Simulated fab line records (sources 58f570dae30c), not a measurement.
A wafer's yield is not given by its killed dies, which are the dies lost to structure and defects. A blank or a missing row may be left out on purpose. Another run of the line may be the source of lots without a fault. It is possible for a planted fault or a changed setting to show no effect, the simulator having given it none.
Which tool was responsible? + flow berkeley-cmos170 + 13 lots with 39 wafers sampled at 6 steps, on a route of 331 steps

WHAT EACH GAUGE READ, for each wafer
UCB170_NSD_OVL_MEAS_07. Usual: NSD_OVL 0 nm, standard deviation 5.5.
| lot  | measured     | on         | NSD_OVL (nm) | flag |
|------|--------------|------------|--------------|------|
| L687 | day 6 04:31  | overlay-01 | -7 -3 -9     |      |
| L689 | day 6 20:21  | overlay-01 | -3 0 2       |      |
| L688 | day 6 20:35  | overlay-01 | -6 -16 -10   |      |
| L690 | day 7 07:31  | overlay-02 | 0 7 9        |      |
| L692 | day 7 20:01  | overlay-01 | -1 -6 -4     |      |
| L693 | day 7 20:16  | overlay-01 | 0 1 2        |      |
| L697 | day 9 05:18  | overlay-01 | 3 -2 -3      |      |
| L699 | day 9 05:31  | overlay-01 | 6 -1 -1      |      |
| L698 | day 9 10:41  | overlay-01 | -4 -3 3      |      |
| L703 | day 10 03:37 | overlay-02 | 3 0 1        |      |
| L704 | day 10 10:42 | overlay-01 | 6 -3 5       |      |
| L707 | day 10 21:16 | overlay-01 | 0 -1 1       |      |
| L708 | day 11 11:08 | overlay-01 | 9 11 3       |      |

UCB170_M1_THK_MEAS_02: measures by xrf. Usual: M1_AL_THK 603 nm, standard deviation 9.9.
| lot  | measured     | on            | M1_AL_THK (nm) | flag |
|------|--------------|---------------|----------------|------|
| L687 | day 6 13:48  | film-metro-01 | 586 592 602    |      |
| L689 | day 7 03:27  | film-metro-02 | 600 601 617    |      |
| L688 | day 7 04:03  | film-metro-01 | 606 593 599    |      |
| L690 | day 7 15:43  | film-metro-02 | 593 604 596    |      |
| L692 | day 8 03:25  | film-metro-01 | 603 619 603    |      |
| L693 | day 8 04:36  | film-metro-04 | 596 587 588    |      |
| L697 | day 9 14:28  | film-metro-01 | 593 595 590    |      |
| L699 | day 9 14:53  | film-metro-01 | 608 599 599    |      |
| L698 | day 9 19:14  | film-metro-02 | 612 611 607    |      |
| L703 | day 10 11:47 | film-metro-04 | 604 597 603    |      |
| L704 | day 10 17:37 | film-metro-01 | 598 596 592    |      |
| L707 | day 11 05:32 | film-metro-01 | 600 597 594    |      |
| L708 | day 11 18:08 | film-metro-02 | 595 598 599    |      |

UCB170_M2_RS_MEAS_02: a four-point-probe measurement. Usual: M2_AL_RS 0.0321 ohm/sq, standard deviation 0.00039.
| lot  | measured     | on            | M2_AL_RS (ohm/sq)    | flag |
|------|--------------|---------------|----------------------|------|
| L687 | day 7 00:29  | film-metro-04 | 0.0317 0.0320 0.0320 |      |
| L689 | day 7 13:13  | film-metro-02 | 0.0316 0.0319 0.0313 |      |
| L688 | day 7 13:29  | film-metro-04 | 0.0318 0.0320 0.0317 |      |
| L690 | day 8 02:07  | film-metro-03 | 0.0322 0.0318 0.0323 |      |
| L692 | day 8 12:23  | film-metro-03 | 0.0315 0.0317 0.0318 |      |
| L693 | day 8 12:14  | film-metro-04 | 0.0323 0.0322 0.0324 |      |
| L697 | day 9 22:44  | film-metro-02 | 0.0320 0.0328 0.0325 |      |
| L699 | day 9 22:23  | film-metro-04 | 0.0320 0.0316 0.0315 |      |
| L698 | day 10 04:12 | film-metro-03 | 0.0324 0.0325 0.0293 |      |
| L703 | day 10 20:46 | film-metro-02 | 0.0326 0.0327 0.0326 |      |
| L704 | day 11 01:53 | film-metro-03 | 0.0325 0.0324 0.0320 |      |
| L707 | day 11 14:44 | film-metro-03 | 0.0315 0.0316 0.0316 |      |
| L708 | day 12 01:44 | film-metro-04 | 0.0322 0.0316 0.0317 |      |

UCB170_M2_THK_MEAS_03: measures by xrf. Usual: M2_AL_THK 902 nm, standard deviation 12.
| lot  | measured     | on            | M2_AL_THK (nm) | flag |
|------|--------------|---------------|----------------|------|
| L687 | day 7 00:37  | film-metro-04 | 915 912 898    |      |
| L689 | day 7 13:20  | film-metro-02 | 927 918 932    |      |
| L688 | day 7 13:36  | film-metro-04 | 909 908 909    |      |
| L690 | day 8 02:14  | film-metro-03 | 901 912 899    |      |
| L692 | day 8 12:31  | film-metro-03 | 924 917 914    |      |
| L693 | day 8 12:21  | film-metro-04 | 893 890 889    |      |
| L697 | day 9 22:52  | film-metro-02 | 914 893 902    |      |
| L699 | day 9 22:30  | film-metro-04 | 908 916 919    |      |
| L698 | day 10 04:19 | film-metro-03 | 897 887 984    |      |
| L703 | day 10 20:52 | film-metro-02 | 902 892 899    |      |
| L704 | day 11 02:00 | film-metro-03 | 895 895 902    |      |
| L707 | day 11 14:51 | film-metro-03 | 917 917 913    |      |
| L708 | day 12 01:50 | film-metro-04 | 893 905 911    |      |

TOOL THAT RAN EACH LOT (tool first, then ch and the chambers of the sampled wafers, then the start)
| lot  | UCB170_V1_ETCH_14                  | UCB170_M2_SPUTTER_01         |
|------|------------------------------------|------------------------------|
| L687 | rie-diel-02 ch 0,2,3, day 6 23:50  | pvd-sputter-04, day 7 00:25  |
| L689 | rie-diel-03 ch 0,2,3, day 7 12:40  | pvd-sputter-04, day 7 13:08  |
| L688 | rie-diel-02 ch 0,1,3, day 7 12:56  | pvd-sputter-02, day 7 13:23  |
| L690 | rie-diel-02 ch 0,1,3, day 8 01:34  | pvd-sputter-04, day 8 02:02  |
| L692 | rie-diel-03 ch 0,1,3, day 8 11:50  | pvd-sputter-02, day 8 12:19  |
| L693 | rie-diel-01 ch 0,1, day 8 11:40    | pvd-sputter-04, day 8 12:08  |
| L697 | rie-diel-03 ch 0,1,3, day 9 22:11  | pvd-sputter-01, day 9 22:39  |
| L699 | rie-diel-01 ch 2, day 9 21:44      | pvd-sputter-04, day 9 22:17  |
| L698 | rie-diel-01 ch 2,3, day 10 03:40   | pvd-sputter-01, day 10 04:07 |
| L703 | rie-diel-03 ch 1,2,3, day 10 20:15 | pvd-sputter-02, day 10 20:38 |
| L704 | rie-diel-02 ch 0,2,3, day 11 01:20 | pvd-sputter-04, day 11 01:48 |
| L707 | rie-diel-03 ch 1,2, day 11 14:10   | pvd-sputter-04, day 11 14:38 |
| L708 | rie-diel-02 ch 0,1,2, day 12 01:10 | pvd-sputter-04, day 12 01:38 |
- UCB170_V1_ETCH_14: etches SiO2 in CHF3/CF4/Ar, stops on Al, target depth 1250 nm, time 291 s.
- UCB170_M2_SPUTTER_01: material Al, target thk 900 nm, time 120 s.

AS READ BY THE TOOLS THEMSELVES (means over the sampled wafers that have a number; for cases with no such wafer, the mark the record gives instead)
UCB170_V1_ETCH_14. Usual: CHF3_flow_sccm 45.01 sccm, standard deviation 0.13; drypump-motor-current-A 5.7 A, standard deviation 0.41; oes-product-au 0.872 a.u., standard deviation 0.013; throttle-valve-pct 6.93 %, standard deviation 0.12.
| lot  | tool        | CHF3_flow_sccm (sccm) | drypump-motor-current-A (A) | oes-product-au (a.u.) | throttle-valve-pct (%) | flag |
|------|-------------|-----------------------|-----------------------------|-----------------------|------------------------|------|
| L687 | rie-diel-02 | 45.02                 | 5.9                         | 0.877                 | 6.93                   |      |
| L689 | rie-diel-03 | 45.04                 | 5.6                         | 0.868                 | 6.89                   |      |
| L688 | rie-diel-02 | 45.00                 | 5.9                         | 0.880                 | 7.02                   |      |
| L690 | rie-diel-02 | 45.05                 | 5.9                         | 0.884                 | 7.02                   |      |
| L692 | rie-diel-03 | 45.04                 | 5.4                         | 0.872                 | 7.01                   |      |
| L693 | rie-diel-01 | 44.89                 | 5.6                         | 0.884                 | 6.96                   |      |
| L697 | rie-diel-03 | 45.02                 | 5.4                         | 0.867                 | 7.01                   |      |
| L699 | rie-diel-01 | 45.13                 | 6.6                         | 0.883                 | 6.87                   |      |
| L698 | rie-diel-01 | 44.92                 | 6.3                         | 0.875                 | 6.84                   |      |
| L703 | rie-diel-03 | 45.09                 | 5.6                         | 0.862                 | 6.90                   |      |
| L704 | rie-diel-02 | 45.05                 | 5.9                         | 0.876                 | 6.94                   |      |
| L707 | rie-diel-03 | 44.95                 | 5.7                         | 0.855                 | 6.97                   |      |
| L708 | rie-diel-02 | 45.03                 | 5.7                         | 0.886                 | 6.97                   |      |

UCB170_M2_SPUTTER_01. Usual: cathode-dc-power-W 5999.8 W, standard deviation 1; throttle-valve-pct 29.8 %, standard deviation 0.82.
| lot  | tool           | cathode-dc-power-W (W) | throttle-valve-pct (%) | flag |
|------|----------------|------------------------|------------------------|------|
| L687 | pvd-sputter-04 | 6000.4                 | 29.8                   |      |
| L689 | pvd-sputter-04 | 5999.3                 | 30.2                   |      |
| L688 | pvd-sputter-02 | 5999.6                 | 30.5                   |      |
| L690 | pvd-sputter-04 | 5999.8                 | 30.0                   |      |
| L692 | pvd-sputter-02 | 6000.3                 | 30.7                   |      |
| L693 | pvd-sputter-04 | 5998.6                 | 30.1                   |      |
| L697 | pvd-sputter-01 | 6000.0                 | 29.0                   |      |
| L699 | pvd-sputter-04 | 5999.6                 | 29.8                   |      |
| L698 | pvd-sputter-01 | 5999.9                 | 29.2                   |      |
| L703 | pvd-sputter-02 | 6000.1                 | 29.8                   |      |
| L704 | pvd-sputter-04 | 5999.5                 | 29.7                   |      |
| L707 | pvd-sputter-04 | 5999.3                 | 29.4                   |      |
| L708 | pvd-sputter-04 | 6000.7                 | 29.7                   |      |

THE ANSWER, worked out from the rows above alone
Rule: take the mean of a lot's wafers that have a number; if it is more than 3 standard deviations from the usual mean, the lot is off. Also off: a lot with no number at a reading for which 4 or more lots have one. The other lots that the step has rows for count as sound. First the gauges in route order, then the tools' own readings, where a lot's mean is used as printed above. At the first step where some lot is off, the reading lying furthest off is the one used; lots without a number count as furthest.
No lot is off at any reading shown: from this, nothing can be told.

WHAT THE SIMULATOR PUT IN
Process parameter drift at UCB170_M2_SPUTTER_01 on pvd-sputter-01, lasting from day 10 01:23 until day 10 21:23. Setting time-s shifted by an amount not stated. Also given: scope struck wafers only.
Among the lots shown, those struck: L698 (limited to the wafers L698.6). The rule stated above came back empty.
